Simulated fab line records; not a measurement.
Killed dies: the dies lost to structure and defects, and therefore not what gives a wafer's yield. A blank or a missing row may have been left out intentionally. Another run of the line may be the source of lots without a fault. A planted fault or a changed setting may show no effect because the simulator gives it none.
Struck lot and sound lot, side by side + flow ritCmos + 26 out of 202 route steps
Sound: the wafers L617.3, L617.4, L617.5. Struck: wafers L628.2, L628.5, L628.6. The cause comes at the end.
Per side, at each step with rows, come the tool, then ch with its chambers, and then its first start. Under that, the readings that differ: sound wafers + struck wafers + difference of the means + sigmas: that difference in standard deviations of wafers without a fault.
alike: same words and numbers on both sides, and readings whose means sit less than 2 such deviations apart. not compared: any withheld reading, any reading some wafer has no value for, any bound like >300 that may hide the same value, and any number with overlapping values for which the record gives no deviation.
Wherever a step has rows on one side only, a row that says differs or no value, or a row with sigmas, the two part there. Numbers that don't overlap but have no deviation are shown without sigmas and don't part them. A reading missing from all wafers of one side parts the sides only when that side holds two or more wafers.

RIT_ACTIVE_BOW_MEAS_00:
  sound on filmMetro-01, day 1 15:02; struck on filmMetro-01, day 3 22:01
  alike: INCOMING_BOW
then, 1 step without rows for these wafers: RIT_ACTIVE_OXIDATION_01 (target thk 46.8 nm, ox time 3360 s).
RIT_ACTIVE_THK_MEAS_02:
  sound on filmMetro-02, day 1 17:04; struck on filmMetro-03, day 4 00:49
| reading               | sound          | struck         | difference | sigmas |
|-----------------------|----------------|----------------|------------|--------|
| ACTIVE_OXIDE_THK (nm) | 45.5 44.7 45.5 | 47.7 47.9 47.7 | +2.5       | +3     |
RIT_ACTIVE_CVD_03: deposits Si3N4 from SiH2Cl2/NH3, target thk 150 nm, time 1500 s.
  sound on lpcvd-01 ch 0, day 1 17:07; struck on lpcvd-01 ch 1, day 4 00:56
| reading                                 | sound             | struck            | difference | sigmas |
|-----------------------------------------|-------------------|-------------------|------------|--------|
| nh3FlowSccm (sccm)                      | 150.1 149.3 149.5 | 180.6 180.5 180.3 | +30.8      | +75    |
| model.Si3N4_of_ACTIVE_CVD_03.thkNm (nm) | 146.5 147.8 145.7 | 171.1 171.6 169.5 | +24.1      |        |
  alike: spikeTcCentreC
RIT_ACTIVE_THK_MEAS_04:
  sound on filmMetro-02, day 1 18:33; struck on filmMetro-01, day 4 03:18
| reading                 | sound             | struck            | difference | sigmas |
|-------------------------|-------------------|-------------------|------------|--------|
| ACTIVE_NITRIDE_THK (nm) | 146.3 147.8 145.7 | 170.9 171.6 169.5 | +24.1      | +15    |
  not compared: hold
then, 5 steps without rows for these wafers: RIT_ACTIVE_COAT_06 (resist thk 1000 nm); RIT_ACTIVE_SOFTBAKE_07 (time 60 s); RIT_ACTIVE_EXPOSE_08 (exposes mask M1, target cd 1400 nm); RIT_ACTIVE_PEB_09; RIT_ACTIVE_DEVELOP_10 (develop time 50 s).
RIT_ACTIVE_CD_MEAS_11: target cd 1400 nm.
  sound on cdSem-01, day 1 19:29; struck on cdSem-02, day 4 05:55
  alike: cdNm
then, 1 step without rows for these wafers: RIT_ACTIVE_HARDBAKE_12 (time 60 s).
RIT_ACTIVE_ETCH_13: etches Si3N4 in SF6, stops on SiO2, time 210 s, target depth 210 nm.
  sound on rieDiel-03 ch 0,2, day 1 19:43; struck on rieDiel-01 ch 2,3, day 4 06:17
| reading                          | sound             | struck            | difference | sigmas |
|----------------------------------|-------------------|-------------------|------------|--------|
| oesProductAu (a.u.)              | 0.814 0.815 0.807 | 0.876 0.897 0.876 | +0.071     | +5     |
| model.ACTIVE.featureDepthNm (nm) | 146.5 147.8 145.7 | 171.5 171.6 169.9 | +24.3      |        |
| model.etch.depthNm (nm)          | 146.5 147.8 145.7 | 171.1 171.6 169.5 | +24.1      |        |
  alike: drypumpMotorCurrentA, throttleValvePct
  not compared: rfHoursCounterH
RIT_ACTIVE_STRIP_14: strips in O2, time 180 s.
  sound on plasmaAsher-03 ch 0,1, day 1 19:54; struck on plasmaAsher-02 ch 0,1, day 4 06:25
  alike: drypumpMotorCurrentA
  not compared: rfHoursCounterH
RIT_ACTIVE_CD_MEAS_90: target cd 1400 nm.
  sound on cdSem-01, day 1 20:04; struck on cdSem-02, day 4 06:37
  alike: cdNm
then, 4 steps without rows for these wafers: RIT_ACTIVE_CLEAN_15 (cleans in SC1, time 600 s); RIT_ACTIVE_CLEAN_16 (cleans in dHF, time 30 s); RIT_ACTIVE_CLEAN_17 (cleans in SC2, time 600 s); RIT_FOX1_OXIDATION_00 (target thk 350.7 nm, ox time 1130 s).
RIT_FOX1_THK_MEAS_01:
  sound on filmMetro-03, day 1 21:50; struck on filmMetro-04, day 4 08:53
  alike: FOX1_OXIDE_THK
then, 2 steps without rows for these wafers: RIT_FOX1_WET_ETCH_02 (etches SiO2 in BOE, target depth 350 nm, time 390 s); RIT_FOX2_OXIDATION_00 (target thk 350.7 nm, ox time 1130 s).
RIT_FOX2_THK_MEAS_01:
  sound on filmMetro-04, day 1 23:20; struck on filmMetro-01, day 4 11:22
  alike: FOX2_OXIDE_THK
RIT_FOX2_CLEAN_02: cleans in dHF, time 180 s.
  sound on wetBench-02 ch 2, day 1 23:22; struck on wetBench-03 ch 2, day 4 11:25
| reading                                 | sound             | struck            | difference | sigmas |
|-----------------------------------------|-------------------|-------------------|------------|--------|
| model.Si3N4_of_ACTIVE_CVD_03.thkNm (nm) | 127.3 128.6 126.5 | 151.8 152.3 150.2 | +24.0      |        |
then, 1 step without rows for these wafers: RIT_FOX2_WET_ETCH_03 (etches Si3N4 in H3PO4, target depth 195 nm, time 2700 s).
RIT_M1_PROBE_99:
  sound on prober-01, day 3 17:26; struck on prober-01, day 6 03:02
  alike: killedAtContacts, killedAtFrontEnd, killedDies, killedOpen, killedShort

== WHERE THEY PART ==
First at RIT_ACTIVE_THK_MEAS_02; last, within this record, at RIT_ACTIVE_ETCH_13. Later steps at which nothing parts them and some readings are alike: RIT_ACTIVE_STRIP_14, RIT_ACTIVE_CD_MEAS_90, RIT_FOX1_THK_MEAS_01, RIT_FOX2_THK_MEAS_01, RIT_M1_PROBE_99.

WHY: what the simulator had put in
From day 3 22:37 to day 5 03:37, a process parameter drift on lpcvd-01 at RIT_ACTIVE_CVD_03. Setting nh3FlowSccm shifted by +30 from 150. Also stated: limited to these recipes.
